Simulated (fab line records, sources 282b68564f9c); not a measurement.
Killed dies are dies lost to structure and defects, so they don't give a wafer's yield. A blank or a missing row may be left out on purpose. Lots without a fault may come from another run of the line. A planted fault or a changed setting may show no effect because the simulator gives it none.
A struck lot beside a sound one | flow rit_cmos | 39 steps out of a route of 202
Sound: wafers L710.1, L710.4, L710.6. Struck: wafers L714.2, L714.3, L714.6. The cause comes at the end.
At each step with rows: each side's tool, then ch and its chambers, then its first start. Under that, the readings that differ: sound wafers | struck wafers | difference of the means | sigmas: that difference in standard deviations of wafers without a fault.
alike: readings whose means differ by less than 2 such deviations, and words and numbers that are the same on both sides. not compared: withheld readings, readings that some wafer has no value for, bounds like >300 that may hide the same value, and numbers for which the record gives no deviation and whose values overlap.
The two part at a step that has a row with sigmas, a row that says differs or no value, or rows on one side only. Numbers that don't overlap but have no deviation are shown without sigmas and don't part them. A reading that every wafer of one side lacks parts them only if that side has two wafers or more.

first, 3 steps without rows for these wafers: RIT_GATE_EXPOSE_13 (exposes mask M6, target cd 150 nm); RIT_GATE_PEB_14; RIT_GATE_DEVELOP_15 (develop time 50 s).
RIT_GATE_CD_MEAS_16: target cd 150 nm.
  sound on cd_sem-02, day 3 18:22; struck on cd_sem-01, day 4 14:45
  alike: cd_nm
RIT_GATE_OVL_MEAS_17:
  sound on overlay-01, day 3 18:29; struck on overlay-01, day 4 14:52
  alike: GATE_OVL
then, 1 step without rows for these wafers: RIT_GATE_HARDBAKE_18 (time 60 s).
RIT_GATE_ETCH_19: etches poly-Si in SF6/CHF3/O2, stops on SiO2, time 165 s, target depth 312.5 nm.
  sound on rie_si-02 ch 0,2, day 3 18:40; struck on rie_si-02 ch 0,2, day 4 15:02
  alike: CHF3_flow_sccm, drypump_motor_current_A, oes_product_au, throttle_valve_pct
  not compared: rf_hours_counter_h
RIT_GATE_STRIP_20: strips in O2, time 180 s.
  sound on plasma_asher-04 ch 0,1, day 3 18:47; struck on plasma_asher-04 ch 0,1, day 4 15:08
  alike: drypump_motor_current_A
  not compared: rf_hours_counter_h
RIT_GATE_CD_MEAS_90: target cd 150 nm.
  sound on cd_sem-02, day 3 18:57; struck on cd_sem-01, day 4 15:20
  alike: cd_nm
then, 3 steps without rows for these wafers: RIT_REOX_CLEAN_00 (cleans in SC1, time 600 s); RIT_REOX_CLEAN_01 (cleans in dHF, time 30 s); RIT_REOX_CLEAN_02 (cleans in SC2, time 600 s).
RIT_REOX_OXIDATION_03: target thk 25.2 nm, ox time 5580 s.
  sound on furnace-04 ch 0, day 3 19:31; struck on furnace-04 ch 0, day 4 15:49
  reading                                     | sound                | struck            | difference | sigmas
  spike_tc_centre_C (C)                       | 905.8 904.6 904.6    | 910.4 912.2 912.2 | +6.6       | +4
  spike_tc_source_C (C)                       | 925.7 926.5 926.4    | 934.9 933.0 933.5 | +7.6       | +7
  tube_center_temp_C (C)                      | 899.96 899.97 899.93 | 908.03 908 907.93 | +8.03      | +98
  tube_center_temp_C_max                      | 902.4 902.0 902.5    | 910.0 910.2 910.2 | +7.8       | +19
  model.SiO2_of_REOX_OXIDATION_03.thk_nm (nm) | 26.16 26.09 26.38    | 28.66 28.14 28.24 | +2.14      |
RIT_REOX_THK_MEAS_04:
  sound on film_metro-01, day 3 22:04; struck on film_metro-01, day 4 18:22
  reading             | sound          | struck         | difference | sigmas
  REOX_OXIDE_THK (nm) | 26.2 26.1 26.4 | 28.7 28.1 28.3 | +2.1       | +4
then, 6 steps without rows for these wafers: RIT_NLDD_HMDS_00 (prime time 60 s); RIT_NLDD_COAT_01 (resist thk 1000 nm); RIT_NLDD_SOFTBAKE_02 (time 60 s); RIT_NLDD_EXPOSE_03 (exposes mask M7, target cd 40700 nm); RIT_NLDD_PEB_04; RIT_NLDD_DEVELOP_05 (develop time 50 s).
RIT_NLDD_OVL_MEAS_06:
  sound on overlay-01, day 3 23:09; struck on overlay-02, day 4 19:16
  reading       | sound       | struck      | difference | sigmas
  NLDD_OVL (nm) | 1.9 4.0 4.9 | 0.1 0.8 1.0 | -3.0       | -2
then, 2 steps without rows for these wafers: RIT_NLDD_HARDBAKE_07 (time 60 s); RIT_NLDD_IMPLANT_08.
RIT_NLDD_STRIP_09: strips in O2, time 180 s.
  sound on plasma_asher-04 ch 0,1, day 3 23:29; struck on plasma_asher-04 ch 0,1, day 4 19:36
  alike: drypump_motor_current_A
  not compared: rf_hours_counter_h
RIT_NLDD_TW_MEAS_10:
  sound on film_metro-04, day 3 23:40; struck on film_metro-04, day 4 19:47
  alike: NLDD_TW
then, 6 steps without rows for these wafers: RIT_PLDD_HMDS_00 (prime time 60 s); RIT_PLDD_COAT_01 (resist thk 1000 nm); RIT_PLDD_SOFTBAKE_02 (time 60 s); RIT_PLDD_EXPOSE_03 (exposes mask M8, target cd 40900 nm); RIT_PLDD_PEB_04; RIT_PLDD_DEVELOP_05 (develop time 50 s).
RIT_PLDD_OVL_MEAS_06:
  sound on overlay-02, day 4 00:34; struck on overlay-01, day 4 20:44
  reading       | sound         | struck      | difference | sigmas
  PLDD_OVL (nm) | -2.5 -0.2 0.2 | 2.3 2.7 2.2 | +3.2       | +2
then, 2 steps without rows for these wafers: RIT_PLDD_HARDBAKE_07 (time 60 s); RIT_PLDD_IMPLANT_08.
RIT_PLDD_STRIP_09: strips in O2, time 180 s.
  sound on plasma_asher-01 ch 0,1, day 4 00:55; struck on plasma_asher-04 ch 0,1, day 4 21:04
  alike: drypump_motor_current_A
  not compared: rf_hours_counter_h
RIT_PLDD_TW_MEAS_10:
  sound on film_metro-04, day 4 01:05; struck on film_metro-02, day 4 21:15
  reading | sound          | struck         | difference | sigmas
  PLDD_TW | 2348 2339 2362 | 2297 2302 2306 | -48        | -2
RIT_SPACER_CLEAN_00: cleans in SC1, time 600 s.
  sound on wet_bench-02 ch 2, day 4 01:09; struck on wet_bench-03 ch 1, day 4 21:18
  reading                                     | sound             | struck            | difference | sigmas
  model.SiO2_of_REOX_OXIDATION_03.thk_nm (nm) | 24.13 24.08 24.35 | 26.46 25.96 26.07 | +1.98      |
then, 1 step without rows for these wafers: RIT_SPACER_CLEAN_01 (cleans in dHF, time 30 s).
RIT_M1_PROBE_99:
  sound on prober-02, day 4 14:58; struck on prober-01, day 5 11:42
  reading                             | sound             | struck            | difference | sigmas
  model.etest.pmos_turned.r_on_ohm_um | 3599 3612 3596    | 4539 4250 4318    | +767       |
  model.etest.pmos_0p3.r_on_ohm_um    | 6234 6266 6275    | 6838 6756 6718    | +512       |
  model.etest.pmos_0p15.r_on_ohm_um   | 2856 2848 2846    | 3298 3202 3244    | +398       |
  model.etest.pldd.rs_ohm_sq          | 558.8 554.3 571.4 | 808.4 744.9 759.2 | +209.3     |
  model.etest.nmos_0p3.r_on_ohm_um    | 2136 2136 2128    | 2287 2239 2250    | +125       |
  model.etest.nmos_0p15.r_on_ohm_um   | 1169 1149 1155    | 1243 1207 1234    | +70        |
  model.etest.pldd.line_ohm_um        | 176.8 175 182.3   | 255.5 235.7 236.8 | +64.6      |
  model.etest.nmos_turned.drive_ua_um | 318.9 319.1 312.7 | 243.8 259.2 255.2 | -64.2      |
  alike: killed_at_contacts, killed_at_front_end, killed_dies, killed_open, killed_short

WHERE THEY PART
First at RIT_REOX_OXIDATION_03; last, within this record, at RIT_PLDD_TW_MEAS_10. Later steps at which nothing parts them and some readings are alike: RIT_M1_PROBE_99.

WHY: what the simulator had put in
Process parameter drift: furnace-04, from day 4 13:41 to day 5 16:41, at RIT_REOX_OXIDATION_03. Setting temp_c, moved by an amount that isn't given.
